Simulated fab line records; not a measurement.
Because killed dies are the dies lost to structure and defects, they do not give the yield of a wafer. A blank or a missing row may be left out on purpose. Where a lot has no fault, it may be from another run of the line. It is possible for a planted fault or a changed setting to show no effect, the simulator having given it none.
Which tool is to blame?    flow berkeley_cmos170    Sampling: 7 lots, 21 wafers, 2 of 331 route steps

WHAT EACH GAUGE READ, for each wafer
UCB170_FIELD_THK_MEAS_02.
lot   measured      on             FIELD_OXIDE_THK (nm)
L683  day 5 11:08   film_metro-02  584 579 582
L685  day 5 16:38   film_metro-01  559 545 560
L687  day 6 11:58   film_metro-03  584 583 573
L691  day 6 23:43   film_metro-03  352 358 359
L698  day 9 09:52   film_metro-03  566 579 575
L700  day 9 09:52   film_metro-02  585 583 572
L705  day 10 20:23  film_metro-01  546 558 546

WHICH TOOL RAN EACH LOT (tool, then ch and the chambers of the sampled wafers, then the start)
lot   UCB170_FIELD_OXIDATION_01
L683  furnace-02 ch 0, day 5 08:08
L685  furnace-04 ch 0, day 5 13:37
L687  furnace-04 ch 0, day 6 08:57
L691  furnace-04 ch 0, day 6 20:43
L698  furnace-01 ch 0, day 9 06:50
L700  furnace-01 ch 0, day 9 06:50
L705  furnace-02 ch 0, day 10 17:23
- UCB170_FIELD_OXIDATION_01: target thk 558.3 nm, ox time 7200 s.

THE ANSWER, worked out from the rows above alone
Rule: the lots themselves supply what counts as usual. The widest of any qualifying gaps counts: lots, ordered by their means at a reading, are off when they make up no more than a third of the lots, leave a main group of 4 or more, and stand apart from it by 3 or more times the standard deviation of that group's means. Not used: any main group whose means are identical at the precision the tables above print for the reading. Also off: a lot with no number at a reading for which 4 or more lots have one. Any other lot the step has rows for is counted as sound.
Off: L691, seen at UCB170_FIELD_THK_MEAS_02 (FIELD_OXIDE_THK). Main group: mean 570 nm, sd 13.
If a tool, at a process step before that reading, ran all the lots that are off and no sound lot after the first of them, it fits. The gauges at UCB170_FIELD_THK_MEAS_02 are tried like those tools. One candidate fits, namely furnace-04 at UCB170_FIELD_OXIDATION_01. Its last sound lot is L687 (day 6 08:57), its first lot that is off L691 (day 6 20:43): a fault that began between those two fits.

WHAT HAD BEEN PUT IN BY THE SIMULATOR
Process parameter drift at UCB170_FIELD_OXIDATION_01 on furnace-04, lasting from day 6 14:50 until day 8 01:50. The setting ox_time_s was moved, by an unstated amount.
Struck lots among those shown: L691. The same result came from the rule above.
